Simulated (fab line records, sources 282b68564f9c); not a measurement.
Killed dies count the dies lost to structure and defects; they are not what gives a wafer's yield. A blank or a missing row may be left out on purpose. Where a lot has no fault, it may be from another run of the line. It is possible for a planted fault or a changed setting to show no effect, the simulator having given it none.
Split-lot experiment :: flow rit_cmos :: route with 202 steps; 5 lots, 23 wafers read

ON THE SPLIT
At RIT_PSD_COAT_01 (resist thk 1000 nm), the setting resist_thk_nm was moved away from the recipe's 1000 nm on 7 of the 23 wafers read, by -1.9% to +3.5%. The other wafers ran this setting at the recipe's value.

FROM THE SPLIT TO THE READING: what the file shows between them, 3 steps
- RIT_PSD_SOFTBAKE_02: time 60 s
- RIT_PSD_EXPOSE_03: exposes mask M10, target cd 40900 nm
- RIT_PSD_DEVELOP_05: develop time 50 s

THE READING
NOVOLAK_of_PSD_COAT_01.thk_nm (the simulator's own value, which no gauge read), in nm, at RIT_PSD_HARDBAKE_07 (time 60 s). There is no usual value for it anywhere in the file. Across the 16 wafers here that went through the recipe, the average is 884.8 nm and the standard deviation 2 nm.

wafer: L074.1
tool, chamber at the split: litho_track-03, 0
resist_thk_nm as run, nm: 1000
against the recipe: recipe
NOVOLAK_of_PSD_COAT_01.thk_nm, nm: 888.8
against lot-mates on the recipe: -

wafer: L074.2
tool, chamber at the split: litho_track-03, 0
resist_thk_nm as run, nm: 1000
against the recipe: recipe
NOVOLAK_of_PSD_COAT_01.thk_nm, nm: 887.8
against lot-mates on the recipe: -

wafer: L074.3
tool, chamber at the split: litho_track-03, 0
resist_thk_nm as run, nm: 1021
against the recipe: +2.1%
NOVOLAK_of_PSD_COAT_01.thk_nm, nm: 904.8
against lot-mates on the recipe: +16.5

wafer: L074.5
tool, chamber at the split: litho_track-03, 0
resist_thk_nm as run, nm: 1021
against the recipe: +2.1%
NOVOLAK_of_PSD_COAT_01.thk_nm, nm: 905.6
against lot-mates on the recipe: +17.3

wafer: L074.6
tool, chamber at the split: litho_track-03, 0
resist_thk_nm as run, nm: 1021
against the recipe: +2.1%
NOVOLAK_of_PSD_COAT_01.thk_nm, nm: 904.6
against lot-mates on the recipe: +16.3

wafer: L080.2
tool, chamber at the split: litho_track-03, 0
resist_thk_nm as run, nm: 981
against the recipe: -1.9%
NOVOLAK_of_PSD_COAT_01.thk_nm, nm: 866.8
against lot-mates on the recipe: -18.2

wafer: L080.3
tool, chamber at the split: litho_track-03, 0
resist_thk_nm as run, nm: 1000
against the recipe: recipe
NOVOLAK_of_PSD_COAT_01.thk_nm, nm: 887
against lot-mates on the recipe: -

wafer: L080.4
tool, chamber at the split: litho_track-03, 0
resist_thk_nm as run, nm: 1000
against the recipe: recipe
NOVOLAK_of_PSD_COAT_01.thk_nm, nm: 883.5
against lot-mates on the recipe: -

wafer: L080.5
tool, chamber at the split: litho_track-03, 0
resist_thk_nm as run, nm: 981
against the recipe: -1.9%
NOVOLAK_of_PSD_COAT_01.thk_nm, nm: 869.6
against lot-mates on the recipe: -15.4

wafer: L080.6
tool, chamber at the split: litho_track-03, 0
resist_thk_nm as run, nm: 1000
against the recipe: recipe
NOVOLAK_of_PSD_COAT_01.thk_nm, nm: 884.5
against lot-mates on the recipe: -

wafer: L083.1
tool, chamber at the split: litho_track-04, 0
resist_thk_nm as run, nm: 1000
against the recipe: recipe
NOVOLAK_of_PSD_COAT_01.thk_nm, nm: 886
against lot-mates on the recipe: -

wafer: L083.2
tool, chamber at the split: litho_track-04, 0
resist_thk_nm as run, nm: 1000
against the recipe: recipe
NOVOLAK_of_PSD_COAT_01.thk_nm, nm: 885.2
against lot-mates on the recipe: -

wafer: L083.3
tool, chamber at the split: litho_track-04, 0
resist_thk_nm as run, nm: 1000
against the recipe: recipe
NOVOLAK_of_PSD_COAT_01.thk_nm, nm: 880.4
against lot-mates on the recipe: -

wafer: L083.4
tool, chamber at the split: litho_track-04, 0
resist_thk_nm as run, nm: 1000
against the recipe: recipe
NOVOLAK_of_PSD_COAT_01.thk_nm, nm: 883.6
against lot-mates on the recipe: -

wafer: L083.6
tool, chamber at the split: litho_track-04, 0
resist_thk_nm as run, nm: 1000
against the recipe: recipe
NOVOLAK_of_PSD_COAT_01.thk_nm, nm: 884.1
against lot-mates on the recipe: -

wafer: L084.2
tool, chamber at the split: litho_track-02, 0
resist_thk_nm as run, nm: 1000
against the recipe: recipe
NOVOLAK_of_PSD_COAT_01.thk_nm, nm: 883.5
against lot-mates on the recipe: -

wafer: L084.4
tool, chamber at the split: litho_track-02, 0
resist_thk_nm as run, nm: 1000
against the recipe: recipe
NOVOLAK_of_PSD_COAT_01.thk_nm, nm: 882.9
against lot-mates on the recipe: -

wafer: L084.5
tool, chamber at the split: litho_track-02, 0
resist_thk_nm as run, nm: 1000
against the recipe: recipe
NOVOLAK_of_PSD_COAT_01.thk_nm, nm: 886.4
against lot-mates on the recipe: -

wafer: L085.1
tool, chamber at the split: litho_track-03, 0
resist_thk_nm as run, nm: 1035
against the recipe: +3.5%
NOVOLAK_of_PSD_COAT_01.thk_nm, nm: 914.6
against lot-mates on the recipe: +30.2

wafer: L085.2
tool, chamber at the split: litho_track-03, 0
resist_thk_nm as run, nm: 1000
against the recipe: recipe
NOVOLAK_of_PSD_COAT_01.thk_nm, nm: 884.5
against lot-mates on the recipe: -

wafer: L085.4
tool, chamber at the split: litho_track-03, 0
resist_thk_nm as run, nm: 1035
against the recipe: +3.5%
NOVOLAK_of_PSD_COAT_01.thk_nm, nm: 915.8
against lot-mates on the recipe: +31.4

wafer: L085.5
tool, chamber at the split: litho_track-03, 0
resist_thk_nm as run, nm: 1000
against the recipe: recipe
NOVOLAK_of_PSD_COAT_01.thk_nm, nm: 883.3
against lot-mates on the recipe: -

wafer: L085.6
tool, chamber at the split: litho_track-03, 0
resist_thk_nm as run, nm: 1000
against the recipe: recipe
NOVOLAK_of_PSD_COAT_01.thk_nm, nm: 885.5
against lot-mates on the recipe: -

THE FIT
A straight line over all 23 wafers: NOVOLAK_of_PSD_COAT_01.thk_nm changes by +8.94 nm for each +1% of resist_thk_nm; r = +0.99; the points scatter about the line by 1.9 nm.
The same after taking each lot's own level away (the mean of its wafers on the recipe; 23 wafers): +8.58 nm for each +1%; r = +0.99; scatter 1.5 nm.
On that fit, the largest move of resist_thk_nm shifts the reading by 30 nm.
The span of the lots' own levels, 883.86 to 888.30 nm, comes to 2.2 times the standard deviation stated above.
So the lot-to-lot level changes the slope little: the two slopes agree.
Check: for one of the wafers moved furthest among these (+3.5%), held out of the fit, the line's prediction against its lot-mates is +29.8 nm. Against them it came out at +30.2 nm.

FURTHER SPLITS ON THESE WAFERS
Note: prior to the reading, these wafers also went through further splits. Each is held against what the fit with the lots' levels taken away leaves over:
other split on the same wafers: RIT_PLDD_IMPLANT_08 energy_kev
wafers away from the commonest value: 8
r with NOVOLAK_of_PSD_COAT_01.thk_nm (lot level and that fit taken away): -0.24

other split on the same wafers: RIT_SPACER_CVD_03 nh3_flow_sccm
wafers away from the commonest value: 15
r with NOVOLAK_of_PSD_COAT_01.thk_nm (lot level and that fit taken away): -0.20

other split on the same wafers: RIT_NSD_IMPLANT_08 energy_kev
wafers away from the commonest value: 9
r with NOVOLAK_of_PSD_COAT_01.thk_nm (lot level and that fit taken away): +0.06

THE WHOLE CHAIN: every reading that the file lists as answering this split, in the file's order
step: RIT_PSD_COAT_01
what it does: resist thk 1000 nm
reading: NOVOLAK_of_PSD_COAT_01.thk_nm (the simulator's own value, which no gauge read)
change (the file's fit): +9.84 nm for each +1% of the setting
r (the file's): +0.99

step: RIT_PSD_HARDBAKE_07
what it does: time 60 s
reading: NOVOLAK_of_PSD_COAT_01.thk_nm (the simulator's own value, which no gauge read)
change (the file's fit): +8.61 nm for each +1% of the setting
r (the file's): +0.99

THE FILE'S OWN FIT
NOVOLAK_of_PSD_COAT_01.thk_nm changes by +8.61 nm for each +1% of resist_thk_nm, r = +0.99.
